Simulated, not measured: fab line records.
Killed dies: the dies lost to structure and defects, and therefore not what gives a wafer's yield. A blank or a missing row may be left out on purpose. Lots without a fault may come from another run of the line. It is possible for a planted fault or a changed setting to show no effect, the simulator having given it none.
The tool behind it: which one?	flow berkeley_cmos170	7 lots with 21 wafers sampled at 3 steps, on a route of 331 steps

## WHAT THE GAUGES READ, wafer by wafer
UCB170_GATE_THK_MEAS_05.
lot	measured	on	GATE_POLY_THK (nm)
L942	day 7 10:38	film_metro-04	215.7 216.6 214.4
L945	day 8 10:21	film_metro-04	213.1 213.6 213.1
L948	day 8 18:44	film_metro-02	215.7 217.4 214.9
L950	day 9 01:34	film_metro-03	214.7 214.8 213.7
L956	day 10 04:10	film_metro-04	429.6 428.0 430.8
L959	day 11 01:58	film_metro-03	216.3 217.7 216.4
L963	day 11 11:31	film_metro-02	215.6 216.4 216.9

## EACH LOT AND THE TOOL THAT RAN IT (in order: tool; ch and the chambers of the sampled wafers; start)
lot	UCB170_NWELL_ETCH_13	UCB170_GATE_CVD_04
L942	rie_diel-02 ch 1,3, day 2 20:48	lpcvd-02 ch 1, day 7 09:14
L945	rie_diel-02 ch 0,1, day 3 09:19	lpcvd-01 ch 1, day 8 08:56
L948	rie_diel-03 ch 0,1,3, day 3 21:12	lpcvd-01 ch 0, day 8 17:16
L950	rie_diel-03 ch 2,3, day 4 10:55	lpcvd-02 ch 1, day 9 00:10
L956	rie_diel-03 ch 1,2,3, day 5 17:31	lpcvd-02 ch 1, day 10 01:12
L959	rie_diel-01 ch 0,2,3, day 6 06:46	lpcvd-01 ch 0, day 11 00:34
L963	rie_diel-01 ch 1,3, day 7 01:22	lpcvd-01 ch 0, day 11 10:01
- UCB170_NWELL_ETCH_13: etches Si3N4 in CH3F/Ar/O2, stops on SiO2, target depth 246.4 nm, time 154 s.
- UCB170_GATE_CVD_04: deposits poly-Si from SiH4, time 1440 s, target thk 214 nm.

## THE ANSWER, worked out from the rows above alone
Rule: the usual values come from the lots themselves. Put in order of their means at a reading, lots are off if they are a third of the lots or fewer, leave a main group of 4 or more, and stand apart from it by a gap of 3 or more times the standard deviation of the main group's means; of several such gaps the widest counts. If all means in a main group match to the digits the tables above print for the reading, that group is not used. A lot without any number at a reading at which 4 lots or more have one is off too. Where the step has rows for the other lots, those lots are counted as sound.
Off: L956, at UCB170_GATE_THK_MEAS_05 (GATE_POLY_THK). Mean 215.4 nm and standard deviation 1.2 in the main group.
If a tool, at a process step before that reading, ran all the lots that are off and no sound lot after the first of them, it fits. Gauges at UCB170_GATE_THK_MEAS_05: tried the same way as those tools. Can't be told from this: 3 tools fit, rie_diel-03 at UCB170_NWELL_ETCH_13, lpcvd-02 at UCB170_GATE_CVD_04, film_metro-04 at UCB170_GATE_THK_MEAS_05.

## WHAT THE SIMULATOR PUT IN
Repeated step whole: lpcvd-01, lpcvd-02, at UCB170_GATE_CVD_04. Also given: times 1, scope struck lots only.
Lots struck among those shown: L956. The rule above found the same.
